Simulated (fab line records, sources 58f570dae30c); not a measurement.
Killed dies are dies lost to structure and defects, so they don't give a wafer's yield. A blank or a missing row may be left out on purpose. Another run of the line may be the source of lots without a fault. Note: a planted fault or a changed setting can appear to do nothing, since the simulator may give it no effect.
The tool behind it: which one? | flow berkeley-cmos170 | Sampling: 14 lots, 42 wafers, 5 of 331 route steps

== WHAT THE GAUGES READ, wafer by wafer ==
UCB170_START_THK_MEAS_03.
lot  | measured    | on            | START_OXIDE_THK (nm)
L102 | day 1 12:50 | film-metro-01 | 19.9 19.8 20.0
L103 | day 1 21:16 | film-metro-01 | 19.7 19.7 19.7
L104 | day 2 01:39 | film-metro-02 | 20.4 20.2 20.2
L105 | day 2 07:15 | film-metro-01 | 20.4 20.3 20.3
L106 | day 2 11:41 | film-metro-01 | 19.9 20.5 20.1
L108 | day 2 20:41 | film-metro-02 | 20.2 20.1 20.3
L111 | day 3 11:37 | film-metro-04 | 20.0 20.1 20.0
L112 | day 3 18:42 | film-metro-02 | 19.1 19.5 19.5
L113 | day 3 18:42 | film-metro-04 | 19.3 19.4 19.5
L114 | day 4 05:11 | film-metro-01 | 20.0 20.0 20.4
L121 | day 5 10:57 | film-metro-04 | 19.7 20.0 19.7
L120 | day 5 10:58 | film-metro-02 | 20.1 20.1 20.1
L122 | day 5 20:24 | film-metro-04 | 20.3 20.2 20.2
L125 | day 6 12:31 | film-metro-04 | 19.9 19.7 19.7

UCB170_NWELL_TW_MEAS_16.
lot  | measured    | on            | NWELL_TW
L102 | day 2 13:32 | film-metro-02 | 1236 1238 1238
L103 | day 2 20:32 | film-metro-02 | 1243 1241 1239
L104 | day 2 20:31 | film-metro-01 | 1245 1245 1242
L105 | day 3 05:08 | film-metro-03 | 1255 1262 1257
L106 | day 3 11:53 | film-metro-03 | 1256 1261 1253
L108 | day 3 12:28 | film-metro-01 | 1249 1245 1250
L111 | day 4 11:02 | film-metro-01 | 1245 1246 1246
L112 | day 4 16:52 | film-metro-02 | 1234 1230 1238
L113 | day 4 17:20 | film-metro-02 | 1389 1383 1380
L114 | day 5 00:27 | film-metro-03 | 1399 1402 1405
L121 | day 6 10:59 | film-metro-03 | 1252 1259 1254
L120 | day 6 03:29 | film-metro-01 | 1243 1244 1239
L122 | day 6 21:05 | film-metro-01 | 1239 1243 1239
L125 | day 7 11:57 | film-metro-01 | 1244 1249 1245

UCB170_PWELL_THK_MEAS_06.
lot  | measured    | on            | PWELL_NITRIDE_THK (nm)
L102 | day 3 05:36 | film-metro-04 | 219.5 220.3 218.2
L103 | day 3 13:11 | film-metro-02 | 221.3 223.7 221.7
L104 | day 3 13:11 | film-metro-03 | 224.3 221.1 221.9
L105 | day 4 01:02 | film-metro-03 | 222.7 220.5 220.6
L106 | day 4 06:22 | film-metro-04 | 222.0 222.3 220.7
L108 | day 4 06:22 | film-metro-02 | 222.4 222.8 222.1
L111 | day 5 04:21 | film-metro-03 | 222.2 220.7 219.3
L112 | day 5 13:45 | film-metro-04 | 216.8 216.4 215.1
L113 | day 5 13:45 | film-metro-03 | 217.5 217.1 216.6
L114 | day 5 18:32 | film-metro-04 | 218.7 217.7 216.2
L121 | day 7 08:49 | film-metro-02 | 221.0 219.5 220.8
L120 | day 7 00:01 | film-metro-03 | 223.4 222.7 221.3
L122 | day 7 21:19 | film-metro-03 | 225.4 226.0 225.2
L125 | day 8 09:34 | film-metro-04 | 222.7 224.6 221.8

UCB170_WELLDRIVE_THK_MEAS_02.
lot  | measured    | on            | WELLDRIVE_OXIDE_THK (nm)
L102 | day 3 20:31 | film-metro-03 | 198 200 199
L103 | day 4 03:58 | film-metro-01 | 196 199 197
L104 | day 4 03:58 | film-metro-03 | 204 206 204
L105 | day 4 13:14 | film-metro-03 | 203 202 202
L106 | day 4 19:38 | film-metro-04 | 197 195 199
L108 | day 4 19:38 | film-metro-01 | 189 194 189
L111 | day 5 17:34 | film-metro-03 | 198 197 203
L112 | day 6 03:39 | film-metro-04 | 200 201 200
L113 | day 6 03:39 | film-metro-03 | 197 195 194
L114 | day 6 09:43 | film-metro-01 | 197 197 194
L121 | day 7 23:19 | film-metro-04 | 201 200 197
L120 | day 7 16:27 | film-metro-01 | 205 201 203
L122 | day 8 12:11 | film-metro-04 | 204 202 205
L125 | day 9 00:07 | film-metro-04 | 198 198 196

== TOOL THAT RAN EACH LOT (tool first, then ch and the chambers of the sampled wafers, then the start) ==
lot  | UCB170_NWELL_IMPLANT_14
L102 | implanter-04 ch 0, day 2 13:17
L103 | implanter-02 ch 0, day 2 20:18
L104 | implanter-04 ch 0, day 2 20:16
L105 | implanter-02 ch 0, day 3 04:53
L106 | implanter-01 ch 0, day 3 11:38
L108 | implanter-01 ch 0, day 3 12:13
L111 | implanter-02 ch 0, day 4 10:47
L112 | implanter-04 ch 0, day 4 16:37
L113 | implanter-02 ch 0, day 4 17:05
L114 | implanter-02 ch 0, day 5 00:12
L121 | implanter-04 ch 0, day 6 10:45
L120 | implanter-01 ch 0, day 6 03:16
L122 | implanter-01 ch 0, day 6 20:50
L125 | implanter-01 ch 0, day 7 11:43
- UCB170_NWELL_IMPLANT_14

== AS READ BY THE TOOLS THEMSELVES (means over the sampled wafers that have a number; for cases with no such wafer, the mark the record gives instead) ==
UCB170_NWELL_IMPLANT_14.
lot  | tool         | beam-on-s (s) | dose-ions-cm2 | faraday-current-uA
L102 | implanter-04 | 9.97          | 9.993e+12     | 31.9
L103 | implanter-02 | 9.99          | 1.000e+13     | 31.8
L104 | implanter-04 | 9.91          | 9.991e+12     | 32.0
L105 | implanter-02 | 9.77          | 9.987e+12     | 32.4
L106 | implanter-01 | 9.94          | 9.997e+12     | 31.9
L108 | implanter-01 | 10.13         | 1.001e+13     | 31.5
L111 | implanter-02 | 9.99          | 9.990e+12     | 31.8
L112 | implanter-04 | 10.08         | 1.000e+13     | 31.6
L113 | implanter-02 | 9.96          | 1.420e+13     | 45.3
L114 | implanter-02 | 9.94          | 1.420e+13     | 45.3
L121 | implanter-04 | 9.82          | 1.000e+13     | 32.2
L120 | implanter-01 | 10.05         | 1.001e+13     | 31.6
L122 | implanter-01 | 10.01         | 9.996e+12     | 31.6
L125 | implanter-01 | 10.07         | 9.997e+12     | 31.5

== THE ANSWER, worked out from the rows above alone ==
Rule: the usual values come from the lots themselves. The widest of any qualifying gaps counts: lots, ordered by their means at a reading, are off when they make up no more than a third of the lots, leave a main group of 4 or more, and stand apart from it by 3 or more times the standard deviation of that group's means. A main group whose means are all the same, to the digits that the tables above print for the reading, isn't used. Also off: a lot with no number at a reading for which 4 or more lots have one. All remaining lots with rows at the step are treated as sound. After the gauges, taken in route order, come the tools' own readings; for these a lot's mean is taken, as printed above. At the first step where some lot is off, the reading lying furthest off is the one used; lots without a number count as furthest.
Off: at UCB170_NWELL_TW_MEAS_16 (NWELL_TW), L113, L114. The main group has a mean of 1246 with a standard deviation of 7.3.
A tool fits if, at a process step before that reading, it ran every lot that is off, and no sound lot after the first of them. The gauges at UCB170_NWELL_TW_MEAS_16 aren't tried: what is off there is off at UCB170_NWELL_IMPLANT_14 too, on other tools, and a gauge's error can't cause that. One fits: implanter-02 at UCB170_NWELL_IMPLANT_14. A fault onset in the window from L111 (day 4 10:47, its last sound lot) to L113 (day 4 17:05, its first lot off) fits.
The tool's own readings at UCB170_NWELL_IMPLANT_14 bear it out: on the lots that are off they differ by more than 5 times the standard deviation of the sound lots' means. dose-ions-cm2 reads 1.420e+13 there against 9.998e+12 on the sound lots; faraday-current-uA reads 45.3 there against 31.8 on the sound lots.

== WHAT THE SIMULATOR PUT IN ==
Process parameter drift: implanter-02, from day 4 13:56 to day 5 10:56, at UCB170_NWELL_IMPLANT_14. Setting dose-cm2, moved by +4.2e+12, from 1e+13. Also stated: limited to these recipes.
Struck lots among those shown: L113, L114. Same finding as the rule above.
